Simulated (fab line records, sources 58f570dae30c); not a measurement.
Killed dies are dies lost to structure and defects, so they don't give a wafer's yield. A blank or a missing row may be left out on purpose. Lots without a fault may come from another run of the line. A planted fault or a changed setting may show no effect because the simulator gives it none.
Problem report in the 8D (eight disciplines) form, filled by code | flow berkeley_cmos170 | the parts of the form that need people (team, actions taken, sign-off) are left out

1. THE PROBLEM
NSD_TW at UCB170_NSD_TW_MEAS_10 reads a mean of 30 on 3 wafers of 1 lot; wafers without a fault read 4176 with a standard deviation of 29. That is -99 or more standard deviations from the usual mean.
First seen on wafer L737.1, day 11 02:22, on film_metro-01. The record holds 39 wafers of 13 lots with a number at this step. Rule for "out", or "out of limits": more than 4 standard deviations from the usual mean. The other wafers with a number count as sound.

2. WHAT IT IS AND WHAT IT IS NOT
question                    | is                     | is not
which readings at this step | NSD_TW                 | -
which lots                  | L737                   | L721, L722, L723, L724, L725, L726, L727, L728, L729, L731, L733, L742
which wafers of those lots  | all that have a number | -
read on which gauges        | film_metro-01          | film_metro-02, film_metro-03
when                        | from day 11 02:22      | up to then (33 sound wafers); but 3 sound wafers of L742 came after

3. SUSPECTS, AND WHAT RULES EACH OUT
Counting: a tool at a process step up to the reading stays a suspect if it ran every lot that is out and no sound lot after the first of them.
- the gauge at UCB170_NSD_TW_MEAS_10: ruled out. All the wafers that are out were read on film_metro-01, but those of them that UCB170_PSD_STRIP_09 has rows for are out there too, on other tools.
- plasma_asher-04 at UCB170_PSD_STRIP_09 (strips in O2): kept. It ran the lot that is out, L737 (day 11 00:06), and no sound lot after that; its last sound lot up to then is L731 (day 9 16:32). Its own readings are out on those wafers: oes_product_au.
- plasma_asher-02 at UCB170_NSD_STRIP_09 (strips in O2): kept. It ran the lot that is out, L737 (day 11 02:16), and no sound lot after that; its last sound lot up to then is L727 (day 9 07:41). Its own readings are out on those wafers: oes_product_au, strip_time_to_endpoint_s.
Left after counting: plasma_asher-04 at UCB170_PSD_STRIP_09, plasma_asher-02 at UCB170_NSD_STRIP_09.

4. THE CAUSE (what the simulator had put in)
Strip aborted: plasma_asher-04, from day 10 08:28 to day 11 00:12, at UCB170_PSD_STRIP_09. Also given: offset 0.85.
Counting left 2 suspects, and this tool is among them.

5. THE CHAIN OF EFFECTS, in route order
Each row: a reading whose mean over the struck wafers that have a number lies more than 3 standard deviations from the usual. Only readings for which the record gives a usual standard deviation are gone through. hours: the time from each lot's start at the first step in this table that gives one to its start at this step, as a median over the lots. sigmas: the change in usual standard deviations.
hours | step                  | reading                  | usual      | on struck wafers | change | sigmas
0     | UCB170_PSD_STRIP_09   | oes_product_au           | 0.600 a.u. | 0.436            | -0.164 | -33
2     | UCB170_NSD_STRIP_09   | oes_product_au           | 0.534 a.u. | 0.610            | +0.076 | +17
2     | UCB170_NSD_STRIP_09   | strip_time_to_endpoint_s | 35.84 s    | 56.19            | +20.35 | +99 or more
2     | UCB170_NSD_TW_MEAS_10 | NSD_TW                   | 4176       | 30               | -4146  | -99 or more
The process steps in it:
- UCB170_PSD_STRIP_09: strips in O2.
- UCB170_NSD_STRIP_09: strips in O2.
Readings that are blank on the struck wafers while sound wafers have them: strip_time_to_endpoint_s at UCB170_PSD_STRIP_09.

6. WHAT WOULD HAVE CAUGHT IT SOONER
In this record the first reading out of limits at a measuring or inspecting step was taken at day 11 02:22, 18 hours after the fault began at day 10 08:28.
The tool's own readings at UCB170_PSD_STRIP_09 were out on every struck wafer that the step has a row for (oes_product_au): an alarm limit on them would have fired on the first of those.
All the lots that are out (1) had begun UCB170_PSD_STRIP_09 on plasma_asher-04 by day 11 02:22. A hold on the tool at that time would have spared none of them.
